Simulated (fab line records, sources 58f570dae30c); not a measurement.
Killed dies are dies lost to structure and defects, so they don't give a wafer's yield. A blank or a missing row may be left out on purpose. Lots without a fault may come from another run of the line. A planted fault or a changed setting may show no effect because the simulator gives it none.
fab line records | flow berkeley_cmos170
record lots=5 wafers=15 last_day=13
route steps=331 shown M2@271 V2@292
lots that met no fault: from a run of the same line without faults
start_h: hours from the record's first day to the start of the lot's first wafer shown | wait_h: hours since the lot's step before | " the same as in the row above | L1.1+2: a row that stands for several wafers | - no value, or no start given | * or withheld: withheld | < > ~ a bound
route shown NAME@n: a module of which the file shows steps, and the number in the route of the first | usual: mean/standard deviation of fault-free wafers | same: alike in all rows | chamber/n: place in a boat | sites: the reading at each site | _std_site: their standard deviation | _edge_site: outer sites' mean less inner sites' | radius_mm: how far each site lies from the wafer's centre | mask NAME#n: copy n | behind: the tool/chamber that last shaped the wafer | hold: why the lot was held/for how many hours/how that ended | device: the transistor (n, p or np) that didn't switch | end of line: the same wafers' tests at the end of the route | a step without rows: its recipe alone | killed: dies lost to structure and defects at the first sort, not the wafer's yield | map: a wafer's dies, x killed, . not, _ none there
set.NAME: the setting as run; set.NAME@STEP: as run at that earlier step | model.NAME: the simulator's own value behind a step, which no gauge read
lots at some steps of the route; a table a step, a row a wafer
services: from which hour (start_h, from the record's first day; less than 0 if before it) a tool's chamber was out of use, for how many hours, and why
## steps
# step UCB170_M2_PRE_CLEAN_00
# recipe gas=Ar preclean_etch_time_s=60
# columns lot.wafer tool chamber start_h wait_h
L078.2+4+6 pvd_sputter-04 - 201.97 0.1
L089.1+3+6 pvd_sputter-02 - 258.20 0.1
L091.1+2+5 pvd_sputter-04 - 266.24 0.1
L090.1+5+6 pvd_sputter-02 - 268.48 0.1
L097.1+2+3 pvd_sputter-02 - 300.60 0.1
# step UCB170_M2_SPUTTER_01
# recipe material=Al target_thk_nm=900 time_s=120 power_w=5792 chamber_pressure_pa=0.5
# usual throttle_valve_pct=30.2/0.92
# columns lot.wafer tool chamber start_h wait_h throttle_valve_pct
L078.2 pvd_sputter-04 - 202.04 0.0 29.9
L078.4 " - " " 30.3
L078.6 " - " " 30.6
L089.1 pvd_sputter-02 - 258.27 0.0 29.6
L089.3 " - " " 31.0
L089.6 " - " " 29.6
L091.1 pvd_sputter-04 - 266.31 0.0 30.0
L091.2 " - " " 30.3
L091.5 " - " " 30.0
L090.1 pvd_sputter-02 - 268.55 0.0 31.1
L090.5 " - " " 30.2
L090.6 " - " " 29.8
L097.1 pvd_sputter-02 - 300.67 0.0 31.0
L097.2 " - " " 29.7
L097.3 " - " " 31.2
# step UCB170_M2_RS_MEAS_02
# recipe thk_meas_gauge=four-point-probe reads=Al_of_M2_SPUTTER_01
# usual M2_AL_RS=0.0334/0.00047
# columns lot.wafer tool chamber start_h wait_h M2_AL_RS[ohm/sq]
L078.2 film_metro-01 - 202.14 0.1 0.0331
L078.4 " - " " 0.0330
L078.6 " - " " 0.0329
L089.1 film_metro-01 - 258.35 0.0 0.0341
L089.3 " - " " 0.0335
L089.6 " - " " 0.0340
L091.1 film_metro-01 - 266.39 0.0 0.0333
L091.2 " - " " 0.0332
L091.5 " - " " 0.0332
L090.1 film_metro-04 - 268.63 0.0 0.0342
L090.5 " - " " 0.0336
L090.6 " - " " 0.0340
L097.1 film_metro-04 - 300.75 0.0 0.0345
L097.2 " - " " 0.0339
L097.3 " - " " 0.0338
# step UCB170_M2_THK_MEAS_03
# recipe thk_meas_gauge=xrf reads=Al_of_M2_SPUTTER_01
# usual M2_AL_THK=860/13
# columns lot.wafer tool chamber start_h wait_h M2_AL_THK[nm]
L078.2 film_metro-01 - 202.25 0.1 866
L078.4 " - " " 868
L078.6 " - " " 866
L089.1 film_metro-01 - 258.47 0.1 849
L089.3 " - " " 858
L089.6 " - " " 853
L091.1 film_metro-01 - 266.51 0.1 857
L091.2 " - " " 864
L091.5 " - " " 862
L090.1 film_metro-04 - 268.75 0.1 846
L090.5 " - " " 863
L090.6 " - " " 852
L097.1 film_metro-04 - 300.87 0.1 841
L097.2 " - " " 858
L097.3 " - " " 856
# step UCB170_M2_HMDS_04
# recipe prime_time_s=60 prime_temp_c=100
# usual resist_line_temp_C=23.00/0.12
# columns lot.wafer tool chamber start_h wait_h resist_line_temp_C
L078.2 litho_track-04 0 202.33 0.1 23.05
L078.4 " 0 " " 23.12
L078.6 " 0 " " 23.03
L089.1 litho_track-03 0 258.53 0.1 23.02
L089.3 " 0 " " 22.98
L089.6 " 0 " " 23.20
L091.1 litho_track-04 0 266.57 0.1 23.02
L091.2 " 0 " " 22.99
L091.5 " 0 " " 22.98
L090.1 litho_track-02 0 268.81 0.1 22.95
L090.5 " 0 " " 23.05
L090.6 " 0 " " 22.80
L097.1 litho_track-02 0 300.94 0.1 23.12
L097.2 " 0 " " 23.03
L097.3 " 0 " " 23.01
# step UCB170_M2_COAT_05
# recipe resist=KrF spin_rpm=1500 resist_thk_nm=900
# usual resist_line_temp_C=23.00/0.088
# columns lot.wafer tool chamber start_h wait_h resist_line_temp_C
L078.2 litho_track-04 0 202.48 0.1 22.98
L078.4 " 0 " " 22.98
L078.6 " 0 " " 23.02
L089.1 litho_track-03 0 258.68 0.1 22.99
L089.3 " 0 " " 22.98
L089.6 " 0 " " 22.90
L091.1 litho_track-04 0 266.72 0.1 22.97
L091.2 " 0 " " 23.04
L091.5 " 0 " " 23.05
L090.1 litho_track-02 0 268.96 0.1 22.92
L090.5 " 0 " " 22.97
L090.6 " 0 " " 22.93
L097.1 litho_track-02 0 301.09 0.1 23.09
L097.2 " 0 " " 23.08
L097.3 " 0 " " 23.12
# step UCB170_M2_SOFTBAKE_06
# recipe resist=KrF temp_c=130 time_s=60
# usual plate_temp_C=129.98/0.15 resist_line_temp_C=22.99/0.11
# columns lot.wafer tool chamber start_h wait_h plate_temp_C resist_line_temp_C
L078.2 litho_track-04 0 202.63 0.1 129.56 23.02
L078.4 " 0 " " 129.85 22.99
L078.6 " 0 " " 129.79 23.04
L089.1 litho_track-03 0 258.83 0.1 130.12 22.80
L089.3 " 0 " " 130.05 22.79
L089.6 " 0 " " 129.97 22.89
L091.1 litho_track-04 0 266.87 0.1 129.93 22.87
L091.2 " 0 " " 130.06 22.88
L091.5 " 0 " " 130.05 22.97
L090.1 litho_track-02 0 269.11 0.1 130.03 22.94
L090.5 " 0 " " 129.94 23.11
L090.6 " 0 " " 129.78 23.05
L097.1 litho_track-02 0 301.24 0.1 130.07 22.93
L097.2 " 0 " " 130.10 23.03
L097.3 " 0 " " 129.92 22.90
# step UCB170_M2_STRIP_07
# recipe chemistry=O2 power_w=400 pressure_mtorr=3500 platen_temp_c=withheld o2_flow_sccm=400 overash_fraction=0.5
# usual drypump_motor_current_A=5.56/0.25 oes_product_au=0.735/0.0046 strip_time_to_endpoint_s=21.97/0.058
# columns lot.wafer tool chamber start_h wait_h drypump_motor_current_A oes_product_au rf_hours_counter_h strip_time_to_endpoint_s
L078.2 plasma_asher-04 0 202.75 0.1 5.23 0.727 50 21.90
L078.4 " 0 " " 5.17 0.740 - 21.93
L078.6 " 0 " " 5.22 0.733 - 21.87
L089.1 plasma_asher-03 1 258.98 0.1 5.81 0.738 15 21.94
L089.3 " 1 " " 5.82 0.738 - 21.89
L089.6 " 1 " " 5.84 0.733 - 21.97
L091.1 plasma_asher-04 0 267.02 0.1 5.21 0.737 55 21.98
L091.2 " 1 " " 5.85 0.732 55 21.99
L091.5 " 1 " " 5.85 0.734 - 22.04
L090.1 plasma_asher-03 0 269.26 0.1 5.67 0.732 16 21.97
L090.5 " 0 " " 5.68 0.734 - 22.01
L090.6 " 1 " " 5.80 0.731 - 21.95
L097.1 plasma_asher-04 0 301.39 0.1 5.24 0.737 59 22.00
L097.2 " 1 " " 5.85 0.736 59 21.98
L097.3 " 0 " " 5.21 0.728 - 21.92
# step UCB170_M2_STRIP_08
# recipe chemistry=DMSO temp_c=80 time_s=600 material=KrF
# columns lot.wafer tool chamber start_h wait_h
L078.2+4+6 wet_bench-01 3 202.85 0.1
L089.1+3+6 wet_bench-03 0 259.08 0.1
L091.1+2+5 wet_bench-01 3 267.12 0.1
L090.1+5+6 wet_bench-01 2 269.36 0.1
L097.1+2+3 wet_bench-02 1 301.49 0.1
# step UCB170_M2_COAT_09
# recipe resist=BARC temp_c=withheld time_s=withheld spin_rpm=3000 resist_thk_nm=withheld
# usual resist_line_temp_C=*
# columns lot.wafer tool chamber start_h wait_h resist_line_temp_C
L078.2 litho_track-04 0 203.05 0.0 *
L078.4 " 0 " " *
L078.6 " 0 " " *
L089.1 litho_track-03 0 259.43 0.0 *
L089.3 " 0 " " *
L089.6 " 0 " " *
L091.1 litho_track-02 0 267.30 0.0 *
L091.2 " 0 " " *
L091.5 " 0 " " *
L090.1 litho_track-03 0 269.57 0.0 *
L090.5 " 0 " " *
L090.6 " 0 " " *
L097.1 litho_track-02 0 301.67 0.0 *
L097.2 " 0 " " *
L097.3 " 0 " " *
# step UCB170_M2_COAT_10
# recipe resist=KrF spin_rpm=1500 resist_thk_nm=900
# usual resist_line_temp_C=22.99/0.099
# columns lot.wafer tool chamber start_h wait_h resist_line_temp_C
L078.2 litho_track-04 0 - - 22.87
L078.4 " 0 " " 22.95
L078.6 " 0 " " 23.07
L089.1 litho_track-03 0 - - 22.94
L089.3 " 0 " " 22.76
L089.6 " 0 " " 22.92
L091.1 litho_track-02 0 - - 23.09
L091.2 " 0 " " 23.24
L091.5 " 0 " " 22.91
L090.1 litho_track-03 0 - - 22.86
L090.5 " 0 " " 22.97
L090.6 " 0 " " 22.93
L097.1 litho_track-02 0 - - 23.11
L097.2 " 0 " " 23.20
L097.3 " 0 " " 23.03
# step UCB170_M2_SOFTBAKE_11
# recipe resist=KrF temp_c=130 time_s=60
# usual plate_temp_C=130.02/0.13 resist_line_temp_C=22.99/0.1
# columns lot.wafer tool chamber start_h wait_h plate_temp_C resist_line_temp_C
L078.2 litho_track-04 0 - - 130.18 22.84
L078.4 " 0 " " 130.34 22.95
L078.6 " 0 " " 130.17 22.84
L089.1 litho_track-03 0 - - 130.10 23.06
L089.3 " 0 " " 130.04 23.11
L089.6 " 0 " " 129.90 23.10
L091.1 litho_track-02 0 - - 129.94 22.87
L091.2 " 0 " " 129.88 23.10
L091.5 " 0 " " 129.78 22.89
L090.1 litho_track-03 0 - - 130.04 22.99
L090.5 " 0 " " 129.84 23.13
L090.6 " 0 " " 129.96 23.11
L097.1 litho_track-02 0 - - 130.25 23.08
L097.2 " 0 " " 130.03 22.97
L097.3 " 0 " " 130.03 23.08
# step UCB170_M2_EXPOSE_12
# recipe mask_id=METAL2 target_cd_nm=700 na=0.5 sigma_outer=0.6 source_shape=conventional dose_mj=26
# same sigma_outer=0.6
# columns lot.wafer tool chamber start_h wait_h mask
L078.2+4+6 krf_scanner-02 0 203.62 - METAL2#0
L089.1+3+6 krf_scanner-01 0 260.01 - METAL2#0
L091.1+2+5 krf_scanner-01 0 267.75 - METAL2#0
L090.1+5+6 krf_scanner-02 0 270.18 - METAL2#0
L097.1+2+3 krf_scanner-01 0 302.12 - METAL2#0
# step UCB170_M2_PEB_13
# recipe peb_temp_c=130 peb_time_s=withheld resist=KrF
# usual plate_temp_C=130.00/0.13 resist_line_temp_C=22.99/0.11
# columns lot.wafer tool chamber start_h wait_h plate_temp_C resist_line_temp_C
L078.2 litho_track-03 0 203.74 0.1 130.09 23.11
L078.4 " 0 " " 130.02 23.07
L078.6 " 0 " " 130.13 23.03
L089.1 litho_track-03 0 260.12 0.1 130.20 23.02
L089.3 " 0 " " 130.09 23.00
L089.6 " 0 " " 129.94 23.09
L091.1 litho_track-03 0 267.95 0.2 129.99 23.17
L091.2 " 0 " " 130.09 23.17
L091.5 " 0 " " 130.11 23.29
L090.1 litho_track-03 0 270.47 0.3 129.99 23.06
L090.5 " 0 " " 129.81 23.06
L090.6 " 0 " " 130.06 23.15
L097.1 litho_track-02 0 302.24 0.1 129.83 23.08
L097.2 " 0 " " 129.78 22.96
L097.3 " 0 " " 129.85 23.14
# step UCB170_M2_DEVELOP_14
# recipe developer=TMAH develop_time_s=45 resist=KrF dev_temp_c=21
# usual resist_line_temp_C=22.98/0.093
# columns lot.wafer tool chamber start_h wait_h resist_line_temp_C
L078.2 litho_track-03 0 - - 22.90
L078.4 " 0 " " 23.02
L078.6 " 0 " " 22.96
L089.1 litho_track-03 0 - - 23.03
L089.3 " 0 " " 22.89
L089.6 " 0 " " 22.91
L091.1 litho_track-03 0 - - 23.09
L091.2 " 0 " " 23.03
L091.5 " 0 " " 23.11
L090.1 litho_track-03 0 - - 22.95
L090.5 " 0 " " 22.82
L090.6 " 0 " " 23.04
L097.1 litho_track-02 0 - - 22.86
L097.2 " 0 " " 22.95
L097.3 " 0 " " 22.90
# step UCB170_M2_CD_MEAS_15
# recipe target_cd_nm=700
# usual cd_nm=700.0/1.6
# columns lot.wafer tool chamber start_h wait_h cd_nm
L078.2 cd_sem-02 - 204.01 - 699.9
L078.4 " - " " 699.5
L078.6 " - " " 699.5
L089.1 cd_sem-02 - 260.40 - 699.6
L089.3 " - " " 700.4
L089.6 " - " " 700.3
L091.1 cd_sem-02 - 268.22 - 702.8
L091.2 " - " " 702.5
L091.5 " - " " 701.5
L090.1 cd_sem-02 - 270.75 - 699.1
L090.5 " - " " 700.5
L090.6 " - " " 698.9
L097.1 cd_sem-01 - 302.58 - 697.6
L097.2 " - " " 698.4
L097.3 " - " " 698.3
# step UCB170_M2_OVL_MEAS_16
# usual M2_OVL=-2/5.4
# columns lot.wafer tool chamber start_h wait_h M2_OVL[nm]
L078.2 overlay-01 - 204.12 0.1 -3
L078.4 " - " " 1
L078.6 " - " " -2
L089.1 overlay-01 - 260.52 0.1 -8
L089.3 " - " " -6
L089.6 " - " " 9
L091.1 overlay-02 - 268.34 0.1 -11
L091.2 " - " " 0
L091.5 " - " " 0
L090.1 overlay-02 - 270.87 0.1 -6
L090.5 " - " " -5
L090.6 " - " " -2
L097.1 overlay-01 - 302.70 0.1 3
L097.2 " - " " 9
L097.3 " - " " 0
# step UCB170_M2_ETCH_17
# recipe chemistry=N2/H2 target_depth_a=withheld overetch_a=withheld target=BARC time_s=withheld source_w=500 bias_w=100 pressure_mtorr=30 n2_flow_sccm=100 h2_flow_sccm=200
# usual bias_w=100.0/0.32 drypump_motor_current_A=5.81/0.3 h2_flow_sccm=199.9/0.61 oes_product_au=1.015/0.018 throttle_valve_pct=13.35/0.21
# columns lot.wafer tool chamber start_h wait_h bias_w drypump_motor_current_A h2_flow_sccm oes_product_au throttle_valve_pct
L078.2 rie_diel-03 1 204.15 0.0 99.7 5.73 199.7 1.021 13.46
L078.4 " 2 " " 99.5 5.65 200.3 0.986 13.33
L078.6 " 2 " " 100.0 5.63 201.3 1.004 13.33
L089.1 rie_diel-02 3 260.55 0.0 100.4 6.26 200.7 1.006 13.50
L089.3 " 2 " " 100.3 5.77 200.6 1.009 13.03
L089.6 " 2 " " 100.0 5.76 200.0 0.991 13.03
L091.1 rie_diel-04 1 268.38 0.0 99.9 6.00 199.4 0.993 13.13
L091.2 " 0 " " 99.9 5.65 199.2 1.011 13.29
L091.5 " 1 " " 100.2 6.00 199.2 0.999 13.15
L090.1 rie_diel-03 0 270.90 0.0 99.6 5.75 200.0 1.018 13.27
L090.5 " 0 " " 100.3 5.75 199.8 1.013 13.27
L090.6 " 3 " " 100.3 5.34 199.8 1.029 13.17
L097.1 rie_diel-02 0 302.74 0.0 100.1 6.09 198.5 1.037 13.67
L097.2 " 2 " " 99.9 5.79 199.6 1.009 13.03
L097.3 " 1 " " 100.3 5.48 199.9 1.029 13.46
# step UCB170_M2_METAL_ETCH_18
# recipe chemistry=Cl2/BCl3 target=Al stop_on=SiO2 pressure_mtorr=12 target_depth_a=11700 over_etch_frac=0.3 time_s=201 icp_w=600 bias_w=120 Cl2_flow_sccm=90 bcl3_flow_sccm=45
# usual drypump_motor_current_A=5.9/0.61 oes_product_au=0.837/0.017 throttle_valve_pct=24.45/0.054
# columns lot.wafer tool chamber start_h wait_h drypump_motor_current_A oes_product_au rf_hours_counter_h throttle_valve_pct
L078.2 rie_metal-04 1 204.19 - 5.4 0.812 9 24.40
L078.4 " 1 " " 5.4 0.811 - 24.40
L078.6 " 0 " " 5.4 0.861 - 24.46
L089.1 rie_metal-03 1 260.60 - 6.6 0.811 6 24.56
L089.3 " 1 " " 6.6 0.826 - 24.54
L089.6 " 0 " " 5.0 0.819 - 24.48
L091.1 rie_metal-04 0 268.42 - 5.4 0.854 2 24.48
L091.2 " 1 " " 5.4 0.807 11 24.40
L091.5 " 1 " " 5.5 0.815 - 24.40
L090.1 rie_metal-03 0 270.94 - 4.9 0.823 9 24.46
L090.5 " 0 " " 4.9 0.834 - 24.47
L090.6 " 1 " " 6.5 0.826 - 24.54
L097.1 rie_metal-02 0 302.78 - 6.2 0.842 12 24.44
L097.2 " 1 " " 6.5 0.833 11 24.38
L097.3 " 1 " " 6.6 0.831 - 24.40
# step UCB170_M2_STRIP_19
# recipe chemistry=O2 power_w=400 pressure_mtorr=3500 platen_temp_c=withheld o2_flow_sccm=400 overash_fraction=0.5
# usual drypump_motor_current_A=5.57/0.26 oes_product_au=0.529/0.016
# columns lot.wafer tool chamber start_h wait_h drypump_motor_current_A oes_product_au rf_hours_counter_h
L078.2 plasma_asher-04 1 204.38 0.1 5.86 0.516 50
L078.4 " 0 " " 5.24 0.522 -
L078.6 " 1 " " 5.86 0.532 -
L089.1 plasma_asher-04 1 260.78 0.1 5.87 0.558 55
L089.3 " 0 " " 5.22 0.557 -
L089.6 " 1 " " 5.87 0.518 -
L091.1 plasma_asher-04 0 268.61 0.1 5.23 0.534 56
L091.2 " 1 " " 5.85 0.523 56
L091.5 " 0 " " 5.23 0.539 -
L090.1 plasma_asher-02 0 271.13 0.1 5.59 0.523 47
L090.5 " 1 " " 5.27 0.529 -
L090.6 " 0 " " 5.59 0.558 -
L097.1 plasma_asher-04 0 302.97 0.1 5.19 0.501 60
L097.2 " 1 " " 5.85 0.531 60
L097.3 " 0 " " 5.17 0.530 -
# step UCB170_M2_CD_MEAS_90
# recipe target_cd_nm=700
# usual cd_nm=700/4
# columns lot.wafer tool chamber start_h wait_h cd_nm
L078.2 cd_sem-01 - 204.50 0.1 698
L078.4 " - " " 697
L078.6 " - " " 698
L089.1 cd_sem-02 - 260.88 0.1 692
L089.3 " - " " 696
L089.6 " - " " 691
L091.1 cd_sem-01 - 268.71 0.1 699
L091.2 " - " " 700
L091.5 " - " " 699
L090.1 cd_sem-02 - 271.23 0.1 692
L090.5 " - " " 696
L090.6 " - " " 696
L097.1 cd_sem-02 - 303.07 0.1 706
L097.2 " - " " 703
L097.3 " - " " 703
# step UCB170_V2_CVD_00
# recipe material=SiO2 target_thk_nm=2000 temp_c=390 precursor=TEOS/O2 time_s=250 rf_w=550 pressure_mtorr=9000
# usual heater_power_w=277/53
# columns lot.wafer tool chamber start_h wait_h heater_power_w
L078.2 pecvd-02 0 204.60 0.1 279
L078.4 " 2 " " 207
L078.6 " 1 " " 320
L089.1 pecvd-03 1 261.00 0.1 313
L089.3 " 2 " " 300
L089.6 " 0 " " 225
L091.1 pecvd-04 1 268.83 0.1 277
L091.2 " 2 " " 244
L091.5 " 1 " " 189
L090.1 pecvd-02 1 271.35 0.1 285
L090.5 " 0 " " 253
L090.6 " 2 " " 296
L097.1 pecvd-03 2 303.19 0.1 226
L097.2 " 1 " " 284
L097.3 " 0 " " 249
# step UCB170_V2_THK_MEAS_01
# recipe reads=SiO2_of_V2_CVD_00
# usual V2_TEOS_THK=2002/25
# columns lot.wafer tool chamber start_h wait_h V2_TEOS_THK[nm]
L078.2 film_metro-03 - 204.76 0.1 1969
L078.4 " - " " 1982
L078.6 " - " " 2024
L089.1 film_metro-02 - 261.16 0.1 1991
L089.3 " - " " 1988
L089.6 " - " " 2035
L091.1 film_metro-04 - 268.99 0.1 1993
L091.2 " - " " 1974
L091.5 " - " " 2031
L090.1 film_metro-04 - 271.51 0.1 1987
L090.5 " - " " 2000
L090.6 " - " " 1996
L097.1 film_metro-03 - 303.35 0.1 2020
L097.2 " - " " 2000
L097.3 " - " " 2013
# step UCB170_V2_CMP_02
# recipe material=SiO2 down_force_psi=6 platen_rpm=60 pad_velocity_m_s=0.75398
# usual motor_current_A=16.5/1.4 slurry_filter_dp_kPa=13.49/0.14 slurry_flow_ml_min=150.1/0.48
# columns lot.wafer tool chamber start_h wait_h motor_current_A slurry_filter_dp_kPa slurry_flow_ml_min
L078.4 cmp-01 3 204.91 0.1 16.5 13.43 149.9
L078.2 " 0 " " 14.8 13.62 150.5
L078.6 " 1 " " 15.4 13.33 150.1
L089.1 cmp-01 1 261.32 0.1 15.8 13.56 150.2
L089.3 " 2 " " 16.9 13.60 149.8
L089.6 " 0 " " 14.6 13.69 150.2
L091.2 cmp-01 0 269.10 0.1 15.3 13.46 149.7
L091.1 " 2 " " 16.2 13.49 150.5
L091.5 " 0 " " 15.1 13.65 150.4
L090.1 cmp-02 2 271.57 0.1 20.0 13.62 149.9
L090.5 " 2 " " 18.2 13.57 149.4
L090.6 " 3 " " 17.2 13.51 149.8
L097.3 cmp-02 3 303.41 0.0 16.1 13.73 150.9
L097.1 " 0 " " 18.4 13.37 149.0
L097.2 " 1 " " 15.9 13.58 149.4
# step UCB170_V2_BOW_MEAS_03
# recipe mode=bow
# usual V2_BOW=36/7.2
# columns lot.wafer tool chamber start_h wait_h V2_BOW[um]
L078.2 film_metro-04 - 205.13 0.1 32
L078.4 " - " " 30
L078.6 " - " " 47
L089.1 film_metro-03 - 261.52 0.1 38
L089.3 " - " " 30
L089.6 " - " " 30
L091.1 film_metro-04 - 269.35 0.1 50
L091.2 " - " " 37
L091.5 " - " " 41
L090.1 film_metro-04 - 271.87 0.2 38
L090.5 " - " " 42
L090.6 " - " " 25
L097.1 film_metro-04 - 303.71 0.2 33
L097.2 " - " " 32
L097.3 " - " " 43
# step UCB170_V2_THK_MEAS_04
# recipe reads=SiO2_of_V2_CVD_00
# usual V2_POLISHED_THK=1000.0/1.2
# columns lot.wafer tool chamber start_h wait_h V2_POLISHED_THK[nm]
L078.2 film_metro-04 - 205.24 0.1 1000.4
L078.4 " - " " 998.9
L078.6 " - " " 1001.3
L089.1 film_metro-03 - 261.64 0.1 1000.5
L089.3 " - " " 1002.5
L089.6 " - " " 1001.2
L091.1 film_metro-04 - 269.47 0.1 999.9
L091.2 " - " " 998.9
L091.5 " - " " 1000.0
L090.1 film_metro-04 - 271.99 0.1 999.0
L090.5 " - " " 998.8
L090.6 " - " " 998.3
L097.1 film_metro-04 - 303.83 0.1 1000.9
L097.2 " - " " 1001.5
L097.3 " - " " 1000.6
# step UCB170_V2_CLEAN_05
# recipe chemistry=DIW
# columns lot.wafer tool chamber start_h wait_h
L078.2+4+6 wet_bench-03 3 205.29 0.0
L089.1+3+6 wet_bench-01 0 261.70 0.1
L091.1+2+5 wet_bench-01 3 269.54 0.1
L090.1+5+6 wet_bench-01 1 272.05 0.1
L097.1+2+3 wet_bench-01 0 303.89 0.1
# step UCB170_V2_HMDS_06
# recipe prime_time_s=60 prime_temp_c=100
# usual resist_line_temp_C=23.00/0.12
# columns lot.wafer tool chamber start_h wait_h resist_line_temp_C
L078.2 litho_track-01 0 205.51 0.0 22.99
L078.4 " 0 " " 22.92
L078.6 " 0 " " 23.01
L089.1 litho_track-02 0 261.87 0.0 23.06
L089.3 " 0 " " 22.81
L089.6 " 0 " " 22.96
L091.1 litho_track-01 0 269.71 0.0 23.03
L091.2 " 0 " " 23.06
L091.5 " 0 " " 22.98
L090.1 litho_track-01 0 272.40 0.2 22.82
L090.5 " 0 " " 22.87
L090.6 " 0 " " 22.87
L097.1 litho_track-02 0 304.26 0.2 23.08
L097.2 " 0 " " 23.16
L097.3 " 0 " " 22.88
# step UCB170_V2_COAT_07
# recipe resist=KrF spin_rpm=1500 resist_thk_nm=900
# usual resist_line_temp_C=23.01/0.1
# columns lot.wafer tool chamber start_h wait_h resist_line_temp_C
L078.2 litho_track-01 0 205.66 0.1 23.03
L078.4 " 0 " " 23.08
L078.6 " 0 " " 23.13
L089.1 litho_track-02 0 262.02 0.1 22.95
L089.3 " 0 " " 23.08
L089.6 " 0 " " 22.90
L091.1 litho_track-01 0 269.86 0.1 22.91
L091.2 " 0 " " 22.78
L091.5 " 0 " " 22.82
L090.1 litho_track-01 0 272.55 0.1 22.94
L090.5 " 0 " " 22.90
L090.6 " 0 " " 23.00
L097.1 litho_track-02 0 304.41 0.1 22.96
L097.2 " 0 " " 22.97
L097.3 " 0 " " 23.05
# step UCB170_V2_SOFTBAKE_08
# recipe resist=KrF temp_c=130 time_s=60
# usual plate_temp_C=129.99/0.12 resist_line_temp_C=23.02/0.095
# columns lot.wafer tool chamber start_h wait_h plate_temp_C resist_line_temp_C
L078.2 litho_track-01 0 205.81 0.1 129.87 22.86
L078.4 " 0 " " 130.03 23.02
L078.6 " 0 " " 129.83 22.90
L089.1 litho_track-02 0 262.17 0.1 129.85 23.07
L089.3 " 0 " " 129.82 23.24
L089.6 " 0 " " 129.91 23.18
L091.1 litho_track-01 0 270.01 0.1 129.97 23.03
L091.2 " 0 " " 130.13 23.17
L091.5 " 0 " " 129.92 23.07
L090.1 litho_track-01 0 272.70 0.1 129.85 22.99
L090.5 " 0 " " 129.91 23.28
L090.6 " 0 " " 129.94 23.04
L097.1 litho_track-02 0 304.56 0.1 129.76 22.88
L097.2 " 0 " " 130.14 23.08
L097.3 " 0 " " 129.93 23.06
# step UCB170_V2_EXPOSE_09
# recipe mask_id=VIA2 target_cd_nm=700 na=0.5 sigma_outer=0.6 source_shape=conventional dose_mj=37
# same sigma_outer=0.6
# columns lot.wafer tool chamber start_h wait_h mask
L078.2+4+6 krf_scanner-02 0 205.95 0.1 VIA2#0
L089.1+3+6 krf_scanner-02 0 262.45 0.2 VIA2#0
L091.1+2+5 krf_scanner-01 0 270.29 0.2 VIA2#0
L090.1+5+6 krf_scanner-01 0 272.85 0.1 VIA2#0
L097.1+2+3 krf_scanner-01 0 304.71 0.1 VIA2#0
# step UCB170_V2_PEB_10
# recipe peb_temp_c=130 peb_time_s=withheld resist=KrF
# usual plate_temp_C=130.00/0.12 resist_line_temp_C=22.98/0.095
# columns lot.wafer tool chamber start_h wait_h plate_temp_C resist_line_temp_C
L078.2 litho_track-04 0 206.08 0.1 130.06 22.94
L078.4 " 0 " " 130.05 22.87
L078.6 " 0 " " 130.14 22.84
L089.1 litho_track-01 0 262.56 0.1 129.81 23.03
L089.3 " 0 " " 129.77 22.91
L089.6 " 0 " " 129.99 23.02
L091.1 litho_track-01 0 270.44 0.1 130.05 23.02
L091.2 " 0 " " 129.96 22.85
L091.5 " 0 " " 130.18 23.09
L090.1 litho_track-04 0 273.02 0.1 129.83 22.98
L090.5 " 0 " " 129.97 22.93
L090.6 " 0 " " 130.00 22.95
L097.1 litho_track-01 0 305.07 0.3 130.10 22.94
L097.2 " 0 " " 130.09 22.97
L097.3 " 0 " " 130.14 22.99
# step UCB170_V2_DEVELOP_11
# recipe developer=TMAH develop_time_s=45 resist=KrF dev_temp_c=21
# usual resist_line_temp_C=22.98/0.1
# columns lot.wafer tool chamber start_h wait_h resist_line_temp_C
L078.2 litho_track-04 0 - - 23.14
L078.4 " 0 " " 23.29
L078.6 " 0 " " 23.25
L089.1 litho_track-01 0 - - 23.02
L089.3 " 0 " " 23.07
L089.6 " 0 " " 23.11
L091.1 litho_track-01 0 - - 22.95
L091.2 " 0 " " 23.01
L091.5 " 0 " " 23.01
L090.1 litho_track-04 0 - - 22.83
L090.5 " 0 " " 22.90
L090.6 " 0 " " 22.78
L097.1 litho_track-01 0 - - 22.89
L097.2 " 0 " " 22.85
L097.3 " 0 " " 23.06
# step UCB170_V2_CD_MEAS_12
# recipe target_cd_nm=700
# usual cd_nm=700.8/1.5
# columns lot.wafer tool chamber start_h wait_h cd_nm
L078.2 cd_sem-02 - 206.35 - 701.7
L078.4 " - " " 701.9
L078.6 " - " " 700.2
L089.1 cd_sem-01 - 262.84 - 702.8
L089.3 " - " " 702.1
L089.6 " - " " 704.0
L091.1 cd_sem-01 - 270.71 - 700.3
L091.2 " - " " 700.8
L091.5 " - " " 700.5
L090.1 cd_sem-01 - 273.30 - 701.1
L090.5 " - " " 701.0
L090.6 " - " " 699.8
L097.1 cd_sem-02 - 305.34 - 702.7
L097.2 " - " " 702.1
L097.3 " - " " 703.0
# step UCB170_V2_OVL_MEAS_13
# usual V2_OVL=4/6.5
# columns lot.wafer tool chamber start_h wait_h V2_OVL[nm]
L078.2 overlay-01 - 206.45 0.1 2
L078.4 " - " " 1
L078.6 " - " " 5
L089.1 overlay-01 - 262.96 0.1 2
L089.3 " - " " -1
L089.6 " - " " 4
L091.1 overlay-01 - 270.83 0.1 3
L091.2 " - " " 4
L091.5 " - " " -1
L090.1 overlay-01 - 273.42 0.1 8
L090.5 " - " " 7
L090.6 " - " " 10
L097.1 overlay-02 - 305.46 0.1 5
L097.2 " - " " 6
L097.3 " - " " 8
## services
# columns tool chamber start_h hours kind
krf_scanner-01 - 186.74 0.8 pm
cmp-02 - 201.65 12.8 repair
plasma_asher-02 - 203.56 1.6 repair
rie_diel-04 2 206.53 3.4 repair
plasma_asher-03 - 208.77 6.9 repair
rie_diel-04 0 210.94 25.6 repair
krf_scanner-02 - 219.33 1.0 pm
plasma_asher-04 - 224.19 13.4 repair
pvd_sputter-02 - 229.91 1.8 repair
cmp-01 - 232.00 4.0 pm
cmp-02 - 233.21 0.3 repair
cmp-01 - 236.40 2.2 repair
pecvd-04 - 242.50 14.0 pm
plasma_asher-02 - 246.95 1.9 repair
plasma_asher-04 - 248.66 2.8 pm
wet_bench-02 - 256.50 3.8 repair
krf_scanner-01 - 258.82 1.0 pm
pecvd-02 - 262.75 2.1 repair
rie_diel-03 2 267.37 12.4 repair
pvd_sputter-04 - 287.40 0.9 repair
cmp-02 - 289.55 0.9 repair
rie_diel-03 3 290.93 5.4 repair
krf_scanner-01 - 294.01 1.3 pm
cmp-01 - 301.49 4.8 pm
## key
fault none
